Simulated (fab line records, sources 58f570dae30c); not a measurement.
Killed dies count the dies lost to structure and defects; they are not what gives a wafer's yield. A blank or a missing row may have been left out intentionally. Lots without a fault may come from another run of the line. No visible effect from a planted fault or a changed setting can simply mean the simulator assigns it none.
fab line records || flow berkeley-cmos170 || part 2 of 2: steps 31 to 40 of 40
record {"lots": 5, "wafers": 15, "last-day": 14}
route steps=331 shown V1@270 M2@271 V2@292 M3@309
lots untouched by any fault: they come from a run of this same line in which no faults occurred
start-h: the number of hours between the record's first day and the start of the first shown wafer of the lot || wait-h: time in hours since the lot's previous step || " repeats the value in the row above || L1.1+2: a single row standing in for several wafers || - no value, or no start given || * or withheld: withheld || < > ~ a bound
route shown NAME@n: a module of which the file shows steps, and the number in the route of the first || usual: average and standard deviation across the fault-free wafers || same: alike in all rows || chamber/n: place in a boat || sites: the reading at each site || _std_site: how widely they spread, as a standard deviation || _edge_site: the outer-site mean with the inner-site mean subtracted || radius-mm: for every site, how far away it sits from the centre of the wafer || mask NAME#n: copy n || behind: the tool/chamber that last shaped the wafer || hold: what put the lot on hold/how long, in hours/how the hold closed || device: names the non-switching transistor (n, p or np) || end of line: at the end of the route, the tests of the same wafers || a step given without rows: its recipe and nothing more || killed: the dies lost at the first sort to structure and to defects; this is not the yield of the wafer || map: the dies of a wafer, with x for killed, . for not killed, _ for no die there
set.NAME: the setting the step ran with; set.NAME@STEP: the setting that earlier step ran with || model.NAME: the simulator's own value behind a step, which no gauge read
certain route steps with their lots: each step a table, each wafer a row
services: the hour from which a tool's chamber was out of use, counted from the record's first day as start-h (under 0 if before that day), plus the number of hours and why
## steps
# step UCB170_V2_SOFTBAKE_08
# recipe {"resist": "KrF", "temp-c": 130, "time-s": 60}
{"lot.wafer": "L074.2+3+6", "tool": "litho-track-03", "chamber": 0, "start-h": 177.63, "wait-h": 0.1}
{"lot.wafer": "L076.1+2+4", "tool": "litho-track-04", "chamber": 0, "start-h": 195.57, "wait-h": 0.1}
{"lot.wafer": "L091.4+5+6", "tool": "litho-track-04", "chamber": 0, "start-h": 288.75, "wait-h": 0.1}
{"lot.wafer": "L092.2+5+6", "tool": "litho-track-01", "chamber": 0, "start-h": 288.85, "wait-h": 0.1}
{"lot.wafer": "L097.2+3+6", "tool": "litho-track-01", "chamber": 0, "start-h": 334.09, "wait-h": 0.1}
# step UCB170_V2_EXPOSE_09
# recipe {"mask-id": "VIA2", "target-cd-nm": 700, "na": 0.5, "sigma-outer": 0.6, "source-shape": "conventional", "dose-mj": 37}
{"lot.wafer": "L074.2+3+6", "tool": "krf-scanner-01", "chamber": 0, "start-h": 177.78, "wait-h": 0.1, "mask": "VIA2#0"}
{"lot.wafer": "L076.1+2+4", "tool": "krf-scanner-01", "chamber": 0, "start-h": 195.72, "wait-h": 0.1, "mask": "VIA2#0"}
{"lot.wafer": "L091.4+5+6", "tool": "krf-scanner-02", "chamber": 0, "start-h": 288.88, "wait-h": 0.1, "mask": "VIA2#0"}
{"lot.wafer": "L092.2+5+6", "tool": "krf-scanner-01", "chamber": 0, "start-h": 289.12, "wait-h": 0.2, "mask": "VIA2#0"}
{"lot.wafer": "L097.2+3+6", "tool": "krf-scanner-02", "chamber": 0, "start-h": 334.43, "wait-h": 0.3, "mask": "VIA2#0"}
# step UCB170_V2_PEB_10
# recipe {"peb-temp-c": 130, "peb-time-s": "withheld", "resist": "KrF"}
{"lot.wafer": "L074.2+3+6", "tool": "litho-track-03", "chamber": 0, "start-h": 178.33, "wait-h": 0.5}
{"lot.wafer": "L076.1+2+4", "tool": "litho-track-03", "chamber": 0, "start-h": 196.07, "wait-h": 0.3}
{"lot.wafer": "L091.4+5+6", "tool": "litho-track-03", "chamber": 0, "start-h": 289.03, "wait-h": 0.1}
{"lot.wafer": "L092.2+5+6", "tool": "litho-track-01", "chamber": 0, "start-h": 289.24, "wait-h": 0.1}
{"lot.wafer": "L097.2+3+6", "tool": "litho-track-01", "chamber": 0, "start-h": 334.72, "wait-h": 0.3}
# step UCB170_V2_DEVELOP_11
# recipe {"developer": "TMAH", "develop-time-s": 45, "resist": "KrF", "dev-temp-c": 21}
# usual {"developer-temp-C": "21.00/0.1"}
{"lot.wafer": "L074.2", "tool": "litho-track-03", "chamber": 0, "start-h": "-", "wait-h": "-", "developer-temp-C": 21.08}
{"lot.wafer": "L074.3", "tool": "litho-track-03", "chamber": 0, "start-h": "-", "wait-h": "-", "developer-temp-C": 21.12}
{"lot.wafer": "L074.6", "tool": "litho-track-03", "chamber": 0, "start-h": "-", "wait-h": "-", "developer-temp-C": 21.12}
{"lot.wafer": "L076.1", "tool": "litho-track-03", "chamber": 0, "start-h": "-", "wait-h": "-", "developer-temp-C": 20.98}
{"lot.wafer": "L076.2", "tool": "litho-track-03", "chamber": 0, "start-h": "-", "wait-h": "-", "developer-temp-C": 20.84}
{"lot.wafer": "L076.4", "tool": "litho-track-03", "chamber": 0, "start-h": "-", "wait-h": "-", "developer-temp-C": 20.97}
{"lot.wafer": "L091.4", "tool": "litho-track-03", "chamber": 0, "start-h": "-", "wait-h": "-", "developer-temp-C": 21.00}
{"lot.wafer": "L091.5", "tool": "litho-track-03", "chamber": 0, "start-h": "-", "wait-h": "-", "developer-temp-C": 20.88}
{"lot.wafer": "L091.6", "tool": "litho-track-03", "chamber": 0, "start-h": "-", "wait-h": "-", "developer-temp-C": 21.00}
{"lot.wafer": "L092.2", "tool": "litho-track-01", "chamber": 0, "start-h": "-", "wait-h": "-", "developer-temp-C": 20.91}
{"lot.wafer": "L092.5", "tool": "litho-track-01", "chamber": 0, "start-h": "-", "wait-h": "-", "developer-temp-C": 20.93}
{"lot.wafer": "L092.6", "tool": "litho-track-01", "chamber": 0, "start-h": "-", "wait-h": "-", "developer-temp-C": 21.05}
{"lot.wafer": "L097.2", "tool": "litho-track-01", "chamber": 0, "start-h": "-", "wait-h": "-", "developer-temp-C": 21.07}
{"lot.wafer": "L097.3", "tool": "litho-track-01", "chamber": 0, "start-h": "-", "wait-h": "-", "developer-temp-C": 20.97}
{"lot.wafer": "L097.6", "tool": "litho-track-01", "chamber": 0, "start-h": "-", "wait-h": "-", "developer-temp-C": 21.15}
# step UCB170_V2_CD_MEAS_12
# recipe {"target-cd-nm": 700}
# usual {"cd-nm": "700.3/1.6"}
{"lot.wafer": "L074.2", "tool": "cd-sem-02", "chamber": "-", "start-h": 178.65, "wait-h": "-", "cd-nm": 699.5}
{"lot.wafer": "L074.3", "tool": "cd-sem-02", "chamber": "-", "start-h": 178.65, "wait-h": "-", "cd-nm": 698.4}
{"lot.wafer": "L074.6", "tool": "cd-sem-02", "chamber": "-", "start-h": 178.65, "wait-h": "-", "cd-nm": 699.6}
{"lot.wafer": "L076.1", "tool": "cd-sem-02", "chamber": "-", "start-h": 196.35, "wait-h": "-", "cd-nm": 700.1}
{"lot.wafer": "L076.2", "tool": "cd-sem-02", "chamber": "-", "start-h": 196.35, "wait-h": "-", "cd-nm": 700.0}
{"lot.wafer": "L076.4", "tool": "cd-sem-02", "chamber": "-", "start-h": 196.35, "wait-h": "-", "cd-nm": 700.4}
{"lot.wafer": "L091.4", "tool": "cd-sem-02", "chamber": "-", "start-h": 289.29, "wait-h": "-", "cd-nm": 700.2}
{"lot.wafer": "L091.5", "tool": "cd-sem-02", "chamber": "-", "start-h": 289.29, "wait-h": "-", "cd-nm": 700.9}
{"lot.wafer": "L091.6", "tool": "cd-sem-02", "chamber": "-", "start-h": 289.29, "wait-h": "-", "cd-nm": 700.7}
{"lot.wafer": "L092.2", "tool": "cd-sem-02", "chamber": "-", "start-h": 289.51, "wait-h": "-", "cd-nm": 699.2}
{"lot.wafer": "L092.5", "tool": "cd-sem-02", "chamber": "-", "start-h": 289.51, "wait-h": "-", "cd-nm": 700.1}
{"lot.wafer": "L092.6", "tool": "cd-sem-02", "chamber": "-", "start-h": 289.51, "wait-h": "-", "cd-nm": 700.8}
{"lot.wafer": "L097.2", "tool": "cd-sem-01", "chamber": "-", "start-h": 334.99, "wait-h": "-", "cd-nm": 700.1}
{"lot.wafer": "L097.3", "tool": "cd-sem-01", "chamber": "-", "start-h": 334.99, "wait-h": "-", "cd-nm": 699.7}
{"lot.wafer": "L097.6", "tool": "cd-sem-01", "chamber": "-", "start-h": 334.99, "wait-h": "-", "cd-nm": 701.0}
# step UCB170_V2_OVL_MEAS_13
# usual {"V2_OVL": "-1/4.8"}
{"lot.wafer": "L074.2", "tool": "overlay-02", "chamber": "-", "start-h": 178.75, "wait-h": 0.1, "V2_OVL[nm]": -2}
{"lot.wafer": "L074.3", "tool": "overlay-02", "chamber": "-", "start-h": 178.75, "wait-h": 0.1, "V2_OVL[nm]": 5}
{"lot.wafer": "L074.6", "tool": "overlay-02", "chamber": "-", "start-h": 178.75, "wait-h": 0.1, "V2_OVL[nm]": -3}
{"lot.wafer": "L076.1", "tool": "overlay-01", "chamber": "-", "start-h": 196.47, "wait-h": 0.1, "V2_OVL[nm]": 1}
{"lot.wafer": "L076.2", "tool": "overlay-01", "chamber": "-", "start-h": 196.47, "wait-h": 0.1, "V2_OVL[nm]": -9}
{"lot.wafer": "L076.4", "tool": "overlay-01", "chamber": "-", "start-h": 196.47, "wait-h": 0.1, "V2_OVL[nm]": -4}
{"lot.wafer": "L091.4", "tool": "overlay-01", "chamber": "-", "start-h": 289.36, "wait-h": 0.1, "V2_OVL[nm]": -6}
{"lot.wafer": "L091.5", "tool": "overlay-01", "chamber": "-", "start-h": 289.36, "wait-h": 0.1, "V2_OVL[nm]": -6}
{"lot.wafer": "L091.6", "tool": "overlay-01", "chamber": "-", "start-h": 289.36, "wait-h": 0.1, "V2_OVL[nm]": 2}
{"lot.wafer": "L092.2", "tool": "overlay-02", "chamber": "-", "start-h": 289.62, "wait-h": 0.1, "V2_OVL[nm]": 7}
{"lot.wafer": "L092.5", "tool": "overlay-02", "chamber": "-", "start-h": 289.62, "wait-h": 0.1, "V2_OVL[nm]": 1}
{"lot.wafer": "L092.6", "tool": "overlay-02", "chamber": "-", "start-h": 289.62, "wait-h": 0.1, "V2_OVL[nm]": -1}
{"lot.wafer": "L097.2", "tool": "overlay-02", "chamber": "-", "start-h": 335.10, "wait-h": 0.1, "V2_OVL[nm]": -2}
{"lot.wafer": "L097.3", "tool": "overlay-02", "chamber": "-", "start-h": 335.10, "wait-h": 0.1, "V2_OVL[nm]": -4}
{"lot.wafer": "L097.6", "tool": "overlay-02", "chamber": "-", "start-h": 335.10, "wait-h": 0.1, "V2_OVL[nm]": -9}
# step UCB170_V2_ETCH_14
# recipe {"chemistry": "CHF3/CF4/Ar", "target": "SiO2", "stop-on": "Al", "CHF3_flow_sccm": 45, "cf4-flow-sccm": 15, "Ar_flow_sccm": 150, "pressure-mtorr": 200, "rf-w": 700, "target-depth-a": 12500, "over-etch-frac": 0.25, "time-s": 291}
# usual {"chamber-pressure-mTorr": "200.01/0.2", "drypump-motor-current-A": "5.6/0.44", "oes-product-au": "0.875/0.013", "throttle-valve-pct": "6.95/0.097"}
{"lot.wafer": "L074.2", "tool": "rie-diel-03", "chamber": 1, "start-h": 178.78, "wait-h": 0.0, "chamber-pressure-mTorr": 200.04, "drypump-motor-current-A": 5.4, "oes-product-au": 0.891, "rf-hours-counter-h": 77, "throttle-valve-pct": 6.98}
{"lot.wafer": "L074.3", "tool": "rie-diel-03", "chamber": 0, "start-h": 178.78, "wait-h": 0.0, "chamber-pressure-mTorr": 200.07, "drypump-motor-current-A": 6.1, "oes-product-au": 0.876, "rf-hours-counter-h": 22, "throttle-valve-pct": 6.95}
{"lot.wafer": "L074.6", "tool": "rie-diel-03", "chamber": 2, "start-h": 178.78, "wait-h": 0.0, "chamber-pressure-mTorr": 199.90, "drypump-motor-current-A": 4.8, "oes-product-au": 0.871, "rf-hours-counter-h": "-", "throttle-valve-pct": 6.80}
{"lot.wafer": "L076.1", "tool": "rie-diel-03", "chamber": 0, "start-h": 196.51, "wait-h": 0.0, "chamber-pressure-mTorr": 199.95, "drypump-motor-current-A": 6.0, "oes-product-au": 0.876, "rf-hours-counter-h": 22, "throttle-valve-pct": 6.94}
{"lot.wafer": "L076.2", "tool": "rie-diel-03", "chamber": 1, "start-h": 196.51, "wait-h": 0.0, "chamber-pressure-mTorr": 199.93, "drypump-motor-current-A": 5.4, "oes-product-au": 0.882, "rf-hours-counter-h": 77, "throttle-valve-pct": 6.97}
{"lot.wafer": "L076.4", "tool": "rie-diel-03", "chamber": 2, "start-h": 196.51, "wait-h": 0.0, "chamber-pressure-mTorr": 199.90, "drypump-motor-current-A": 4.8, "oes-product-au": 0.867, "rf-hours-counter-h": 2, "throttle-valve-pct": 6.81}
{"lot.wafer": "L091.4", "tool": "rie-diel-02", "chamber": 2, "start-h": 289.47, "wait-h": 0.1, "chamber-pressure-mTorr": 199.64, "drypump-motor-current-A": 6.0, "oes-product-au": 0.848, "rf-hours-counter-h": "-", "throttle-valve-pct": 7.05}
{"lot.wafer": "L091.5", "tool": "rie-diel-02", "chamber": 1, "start-h": 289.47, "wait-h": 0.1, "chamber-pressure-mTorr": 199.82, "drypump-motor-current-A": 5.3, "oes-product-au": 0.887, "rf-hours-counter-h": "-", "throttle-valve-pct": 6.94}
{"lot.wafer": "L091.6", "tool": "rie-diel-02", "chamber": 3, "start-h": 289.47, "wait-h": 0.1, "chamber-pressure-mTorr": 200.27, "drypump-motor-current-A": 6.1, "oes-product-au": 0.874, "rf-hours-counter-h": "-", "throttle-valve-pct": 6.93}
{"lot.wafer": "L092.2", "tool": "rie-diel-01", "chamber": 1, "start-h": 289.65, "wait-h": 0.0, "chamber-pressure-mTorr": 200.06, "drypump-motor-current-A": 5.9, "oes-product-au": 0.893, "rf-hours-counter-h": 3, "throttle-valve-pct": 7.08}
{"lot.wafer": "L092.5", "tool": "rie-diel-01", "chamber": 2, "start-h": 289.65, "wait-h": 0.0, "chamber-pressure-mTorr": 199.68, "drypump-motor-current-A": 5.7, "oes-product-au": 0.877, "rf-hours-counter-h": "-", "throttle-valve-pct": 6.88}
{"lot.wafer": "L092.6", "tool": "rie-diel-01", "chamber": 1, "start-h": 289.65, "wait-h": 0.0, "chamber-pressure-mTorr": 200.16, "drypump-motor-current-A": 5.9, "oes-product-au": 0.893, "rf-hours-counter-h": "-", "throttle-valve-pct": 7.08}
{"lot.wafer": "L097.2", "tool": "rie-diel-01", "chamber": 1, "start-h": 335.13, "wait-h": 0.0, "chamber-pressure-mTorr": 200.23, "drypump-motor-current-A": 5.8, "oes-product-au": 0.902, "rf-hours-counter-h": 6, "throttle-valve-pct": 7.07}
{"lot.wafer": "L097.3", "tool": "rie-diel-01", "chamber": 2, "start-h": 335.13, "wait-h": 0.0, "chamber-pressure-mTorr": 200.10, "drypump-motor-current-A": 5.6, "oes-product-au": 0.873, "rf-hours-counter-h": 9, "throttle-valve-pct": 6.90}
{"lot.wafer": "L097.6", "tool": "rie-diel-01", "chamber": 3, "start-h": 335.13, "wait-h": 0.0, "chamber-pressure-mTorr": 199.83, "drypump-motor-current-A": 6.1, "oes-product-au": 0.892, "rf-hours-counter-h": "-", "throttle-valve-pct": 6.75}
# step UCB170_V2_STRIP_15
# recipe {"chemistry": "O2", "power-w": 400, "pressure-mtorr": 3500, "platen-temp-c": "withheld", "o2-flow-sccm": 400, "overash-fraction": 0.5}
# usual {"chamber-pressure-mTorr": "3500/3.3", "drypump-motor-current-A": "5.6/0.63", "oes-product-au": "0.722/0.0048", "strip-time-to-endpoint-s": "15.33/0.11"}
{"lot.wafer": "L074.2", "tool": "plasma-asher-01", "chamber": 1, "start-h": 178.96, "wait-h": 0.1, "chamber-pressure-mTorr": 3494, "drypump-motor-current-A": 6.2, "oes-product-au": 0.716, "rf-hours-counter-h": 45, "strip-time-to-endpoint-s": 15.42}
{"lot.wafer": "L074.3", "tool": "plasma-asher-01", "chamber": 1, "start-h": 178.96, "wait-h": 0.1, "chamber-pressure-mTorr": 3497, "drypump-motor-current-A": 6.2, "oes-product-au": 0.722, "rf-hours-counter-h": "-", "strip-time-to-endpoint-s": 15.43}
{"lot.wafer": "L074.6", "tool": "plasma-asher-01", "chamber": 0, "start-h": 178.96, "wait-h": 0.1, "chamber-pressure-mTorr": 3500, "drypump-motor-current-A": 4.8, "oes-product-au": 0.730, "rf-hours-counter-h": "-", "strip-time-to-endpoint-s": 15.19}
{"lot.wafer": "L076.1", "tool": "plasma-asher-03", "chamber": 1, "start-h": 196.68, "wait-h": 0.1, "chamber-pressure-mTorr": 3499, "drypump-motor-current-A": 6.5, "oes-product-au": 0.719, "rf-hours-counter-h": 47, "strip-time-to-endpoint-s": 15.28}
{"lot.wafer": "L076.2", "tool": "plasma-asher-03", "chamber": 0, "start-h": 196.68, "wait-h": 0.1, "chamber-pressure-mTorr": 3497, "drypump-motor-current-A": 5.0, "oes-product-au": 0.723, "rf-hours-counter-h": 47, "strip-time-to-endpoint-s": 15.30}
{"lot.wafer": "L076.4", "tool": "plasma-asher-03", "chamber": 1, "start-h": 196.68, "wait-h": 0.1, "chamber-pressure-mTorr": 3501, "drypump-motor-current-A": 6.6, "oes-product-au": 0.720, "rf-hours-counter-h": "-", "strip-time-to-endpoint-s": 15.16}
{"lot.wafer": "L091.4", "tool": "plasma-asher-03", "chamber": 1, "start-h": 289.59, "wait-h": 0.0, "chamber-pressure-mTorr": 3503, "drypump-motor-current-A": 6.6, "oes-product-au": 0.727, "rf-hours-counter-h": "-", "strip-time-to-endpoint-s": 15.36}
{"lot.wafer": "L091.5", "tool": "plasma-asher-03", "chamber": 1, "start-h": 289.59, "wait-h": 0.0, "chamber-pressure-mTorr": 3498, "drypump-motor-current-A": 6.5, "oes-product-au": 0.719, "rf-hours-counter-h": "-", "strip-time-to-endpoint-s": 15.41}
{"lot.wafer": "L091.6", "tool": "plasma-asher-03", "chamber": 0, "start-h": 289.59, "wait-h": 0.0, "chamber-pressure-mTorr": 3499, "drypump-motor-current-A": 5.0, "oes-product-au": 0.728, "rf-hours-counter-h": "-", "strip-time-to-endpoint-s": 15.39}
{"lot.wafer": "L092.2", "tool": "plasma-asher-04", "chamber": 0, "start-h": 289.83, "wait-h": 0.1, "chamber-pressure-mTorr": 3504, "drypump-motor-current-A": 5.4, "oes-product-au": 0.724, "rf-hours-counter-h": 57, "strip-time-to-endpoint-s": 15.26}
{"lot.wafer": "L092.5", "tool": "plasma-asher-04", "chamber": 1, "start-h": 289.83, "wait-h": 0.1, "chamber-pressure-mTorr": 3500, "drypump-motor-current-A": 5.8, "oes-product-au": 0.726, "rf-hours-counter-h": "-", "strip-time-to-endpoint-s": 15.30}
{"lot.wafer": "L092.6", "tool": "plasma-asher-04", "chamber": 0, "start-h": 289.83, "wait-h": 0.1, "chamber-pressure-mTorr": 3497, "drypump-motor-current-A": 5.4, "oes-product-au": 0.716, "rf-hours-counter-h": "-", "strip-time-to-endpoint-s": 15.29}
{"lot.wafer": "L097.2", "tool": "plasma-asher-03", "chamber": 0, "start-h": 335.30, "wait-h": 0.1, "chamber-pressure-mTorr": 3500, "drypump-motor-current-A": 4.9, "oes-product-au": 0.719, "rf-hours-counter-h": 63, "strip-time-to-endpoint-s": 15.26}
{"lot.wafer": "L097.3", "tool": "plasma-asher-03", "chamber": 1, "start-h": 335.30, "wait-h": 0.1, "chamber-pressure-mTorr": 3498, "drypump-motor-current-A": 6.6, "oes-product-au": 0.717, "rf-hours-counter-h": "-", "strip-time-to-endpoint-s": 15.31}
{"lot.wafer": "L097.6", "tool": "plasma-asher-03", "chamber": 0, "start-h": 335.30, "wait-h": 0.1, "chamber-pressure-mTorr": 3501, "drypump-motor-current-A": 4.9, "oes-product-au": 0.725, "rf-hours-counter-h": "-", "strip-time-to-endpoint-s": 15.18}
# step UCB170_V2_CD_MEAS_90
# recipe {"target-cd-nm": 700}
# usual {"cd-nm": "700.2/2"}
{"lot.wafer": "L074.2", "tool": "cd-sem-02", "chamber": "-", "start-h": 179.13, "wait-h": 0.1, "cd-nm": 700.5}
{"lot.wafer": "L074.3", "tool": "cd-sem-02", "chamber": "-", "start-h": 179.13, "wait-h": 0.1, "cd-nm": 698.0}
{"lot.wafer": "L074.6", "tool": "cd-sem-02", "chamber": "-", "start-h": 179.13, "wait-h": 0.1, "cd-nm": 701.2}
{"lot.wafer": "L076.1", "tool": "cd-sem-01", "chamber": "-", "start-h": 196.78, "wait-h": 0.1, "cd-nm": 700.4}
{"lot.wafer": "L076.2", "tool": "cd-sem-01", "chamber": "-", "start-h": 196.78, "wait-h": 0.1, "cd-nm": 700.5}
{"lot.wafer": "L076.4", "tool": "cd-sem-01", "chamber": "-", "start-h": 196.78, "wait-h": 0.1, "cd-nm": 701.9}
{"lot.wafer": "L091.4", "tool": "cd-sem-01", "chamber": "-", "start-h": 289.72, "wait-h": 0.1, "cd-nm": 699.0}
{"lot.wafer": "L091.5", "tool": "cd-sem-01", "chamber": "-", "start-h": 289.72, "wait-h": 0.1, "cd-nm": 701.2}
{"lot.wafer": "L091.6", "tool": "cd-sem-01", "chamber": "-", "start-h": 289.72, "wait-h": 0.1, "cd-nm": 701.3}
{"lot.wafer": "L092.2", "tool": "cd-sem-01", "chamber": "-", "start-h": 289.95, "wait-h": 0.1, "cd-nm": 698.9}
{"lot.wafer": "L092.5", "tool": "cd-sem-01", "chamber": "-", "start-h": 289.95, "wait-h": 0.1, "cd-nm": 701.2}
{"lot.wafer": "L092.6", "tool": "cd-sem-01", "chamber": "-", "start-h": 289.95, "wait-h": 0.1, "cd-nm": 700.5}
{"lot.wafer": "L097.2", "tool": "cd-sem-01", "chamber": "-", "start-h": 335.48, "wait-h": 0.1, "cd-nm": 699.2}
{"lot.wafer": "L097.3", "tool": "cd-sem-01", "chamber": "-", "start-h": 335.48, "wait-h": 0.1, "cd-nm": 701.1}
{"lot.wafer": "L097.6", "tool": "cd-sem-01", "chamber": "-", "start-h": 335.48, "wait-h": 0.1, "cd-nm": 701.6}
# step UCB170_M3_PRE_CLEAN_00
# recipe {"gas": "Ar", "preclean-etch-time-s": 60}
{"lot.wafer": "L074.2+3+6", "tool": "pvd-sputter-03", "chamber": "-", "start-h": 179.23, "wait-h": 0.1}
{"lot.wafer": "L076.1+2+4", "tool": "pvd-sputter-03", "chamber": "-", "start-h": 196.90, "wait-h": 0.1}
{"lot.wafer": "L091.4+5+6", "tool": "pvd-sputter-03", "chamber": "-", "start-h": 289.78, "wait-h": 0.0}
{"lot.wafer": "L092.2+5+6", "tool": "pvd-sputter-01", "chamber": "-", "start-h": 290.05, "wait-h": 0.1}
{"lot.wafer": "L097.2+3+6", "tool": "pvd-sputter-01", "chamber": "-", "start-h": 335.58, "wait-h": 0.1}
## services
{"tool": "pvd-sputter-01", "chamber": "-", "start-h": 156.27, "hours": 14.3, "kind": "repair"}
{"tool": "cmp-01", "chamber": "-", "start-h": 156.49, "hours": 17.8, "kind": "pm"}
{"tool": "krf-scanner-01", "chamber": "-", "start-h": 156.61, "hours": 1.8, "kind": "repair"}
{"tool": "pvd-sputter-03", "chamber": "-", "start-h": 174.92, "hours": 0.8, "kind": "repair"}
{"tool": "cmp-01", "chamber": "-", "start-h": 186.57, "hours": 2.2, "kind": "repair"}
{"tool": "rie-diel-01", "chamber": "-", "start-h": 189.25, "hours": 14.6, "kind": "pm"}
{"tool": "krf-scanner-02", "chamber": "-", "start-h": 198.41, "hours": 1.3, "kind": "pm"}
{"tool": "krf-scanner-01", "chamber": "-", "start-h": 207.42, "hours": 1.3, "kind": "pm"}
{"tool": "pvd-sputter-03", "chamber": "-", "start-h": 213.33, "hours": 4.5, "kind": "repair"}
{"tool": "krf-scanner-01", "chamber": "-", "start-h": 222.79, "hours": 11.6, "kind": "pm"}
{"tool": "cmp-01", "chamber": "-", "start-h": 225.58, "hours": 4.5, "kind": "pm"}
{"tool": "pvd-sputter-02", "chamber": "-", "start-h": 231.98, "hours": 1.7, "kind": "repair"}
{"tool": "pvd-sputter-01", "chamber": "-", "start-h": 238.59, "hours": 15.7, "kind": "repair"}
{"tool": "krf-scanner-02", "chamber": "-", "start-h": 241.08, "hours": 1.0, "kind": "pm"}
{"tool": "pvd-sputter-02", "chamber": "-", "start-h": 260.15, "hours": 40.5, "kind": "repair"}
{"tool": "krf-scanner-01", "chamber": "-", "start-h": 267.66, "hours": 2.8, "kind": "repair"}
{"tool": "krf-scanner-01", "chamber": "-", "start-h": 268.39, "hours": 6.0, "kind": "repair"}
{"tool": "krf-scanner-01", "chamber": "-", "start-h": 276.39, "hours": 1.0, "kind": "pm"}
{"tool": "krf-scanner-01", "chamber": "-", "start-h": 279.96, "hours": 4.4, "kind": "pm"}
{"tool": "krf-scanner-02", "chamber": "-", "start-h": 304.30, "hours": 3.6, "kind": "pm"}
{"tool": "krf-scanner-01", "chamber": "-", "start-h": 307.86, "hours": 0.8, "kind": "pm"}
{"tool": "krf-scanner-02", "chamber": "-", "start-h": 308.61, "hours": 4.0, "kind": "pm"}
{"tool": "rie-diel-01", "chamber": 3, "start-h": 309.59, "hours": 12.9, "kind": "repair"}
{"tool": "rie-diel-03", "chamber": "-", "start-h": 310.78, "hours": 15.6, "kind": "pm"}
